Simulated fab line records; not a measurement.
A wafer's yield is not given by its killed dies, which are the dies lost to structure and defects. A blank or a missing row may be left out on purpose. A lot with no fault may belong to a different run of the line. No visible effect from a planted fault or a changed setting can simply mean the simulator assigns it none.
Comparing a struck lot with a sound one | flow rit-cmos | 18 steps out of a route of 202
Sound: wafers L354.2, L354.3, L354.5. Struck: wafers L363.2, L363.5 (left out: L363.4, a lot-mate that was not struck); the cause follows at the end.
Each step with rows lists, per side, the tool, then ch with its chambers, then its first start. Under that, the readings that differ: sound wafers | struck wafers | difference of the means | sigmas: that difference in standard deviations of wafers without a fault.
alike: a reading whose means differ by less than 2 such deviations, as well as words and numbers matching on both sides. not compared: withheld readings; readings where some wafer has no value; bounds like >300 that might hide an equal value; numbers whose values overlap and for which the record gives no deviation.
Wherever a step has rows on one side only, a row that says differs or no value, or a row with sigmas, the two part there. Numbers that don't overlap but have no deviation are shown without sigmas and don't part them. Lack of a reading on every wafer of one side parts them only where that side has two or more wafers.

RIT_M1_SPUTTER_00: material Al, target thk 400 nm, time 500 s.
  struck on pvd-sputter-03, day 5 06:59; sound on pvd-sputter-04, day 3 11:57
  alike: throttle-valve-pct
RIT_M1_RS_MEAS_01: uses a four-point probe to measure.
  struck on film-metro-02, day 5 07:18; sound on film-metro-03, day 3 12:16
  alike: M1_AL_RS
RIT_M1_THK_MEAS_02: measures by xrf.
  struck on film-metro-02, day 5 07:25; sound on film-metro-03, day 3 12:23
  alike: M1_AL_THK
then, 6 steps without rows for these wafers: RIT_M1_HMDS_03 (prime time 60 s); RIT_M1_COAT_04 (resist thk 1300 nm); RIT_M1_SOFTBAKE_05 (time 60 s); RIT_M1_EXPOSE_06 (exposes mask M12, target cd 2600 nm); RIT_M1_PEB_07; RIT_M1_DEVELOP_08 (develop time 68 s).
RIT_M1_CD_MEAS_09 targets a cd of 2600 nm.
  struck on cd-sem-01, day 5 08:29; sound on cd-sem-01, day 3 13:20
  alike: cd-nm
RIT_M1_OVL_MEAS_10:
  struck on overlay-01, day 5 08:35; sound on overlay-01, day 3 13:26
  alike: M1_OVL
then, 1 step without rows for these wafers: RIT_M1_HARDBAKE_11 (time 120 s).
RIT_M1_METAL_ETCH_12: etches Al in Cl2/BCl3, stops on SiO2, time 165 s, target depth 600 nm.
  sound on rie-metal-04 ch 0,1, day 3 13:43; struck on rie-metal-04 ch 0, day 5 08:52
  reading                                  | sound             | struck      | difference | sigmas
  oes-product-au (a.u.)                    | 0.761 0.785 0.762 | 0.615 0.615 | -0.154     | -13
  over-etch-frac                           | 0.5 0.5 0.5       | 1.25 1.25   | +0.75      |
  model.NOVOLAK_of_M1_COAT_04.thk-nm (nm)  | 803.2 796.4 800.7 | 640.8 640.2 | -159.6     |
  model.SiO2_of_CONTACT_CVD_00.thk-nm (nm) | 357.9 357.9 364   | 345.1 349.4 | -12.7      |
  model.M1.feature-depth-nm (nm)           | 430 432.5 429.9   | 450.6 445.6 | +17.3      |
  alike: bcl3-flow-sccm, drypump-motor-current-A, throttle-valve-pct
  not compared: rf-hours-counter-h
then, 1 step without rows for these wafers: RIT_M1_STRIP_13 (strips in nmp, time 600 s).
RIT_M1_STRIP_14: strips in O2, time 180 s.
  sound on plasma-asher-03 ch 0,1, day 3 14:04; struck on plasma-asher-04 ch 0,1, day 5 09:13
  alike: drypump-motor-current-A
  not compared: rf-hours-counter-h
RIT_M1_CD_MEAS_90 targets a cd of 2600 nm.
  struck on cd-sem-02, day 5 09:24; sound on cd-sem-02, day 3 14:16
  reading    | sound                | struck        | difference | sigmas
  cd-nm (nm) | 2602.1 2605.3 2602.2 | 2587.7 2588.6 | -15.1      | -5
then, 1 step without rows for these wafers: RIT_M1_ANNEAL_15 (time 1800 s).
RIT_M1_PROBE_99:
  struck on prober-01, day 5 11:10; sound on prober-01, day 3 18:02
  reading                               | sound                      | struck            | difference | sigmas
  sort_bin_6_memory (%)                 | 2.3 1.1 1.9                | 0.4 0             | -1.6       | -2
  model.etest.antenna-m1.vt-shift-v (V) | -0.0103 -0.01373 -0.009473 | -0.02017 -0.02245 | -0.01014   |
  alike: defect-limited-yield, killed_at_M0_to_M3, killed-at-contacts, killed-at-front-end, killed-dies, killed-open, killed-short, sort_bin_3_pad_short, sort_bin_5_function, sort-n-pass, sort-yield-pct

== WHERE THEY PART ==
First at RIT_M1_METAL_ETCH_12; last, within this record, at RIT_M1_PROBE_99.

WHY: the cause the simulator had injected
rie-metal-04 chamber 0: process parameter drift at RIT_M1_METAL_ETCH_12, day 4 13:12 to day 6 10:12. The setting over-etch-frac was moved by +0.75, starting from 0.5.
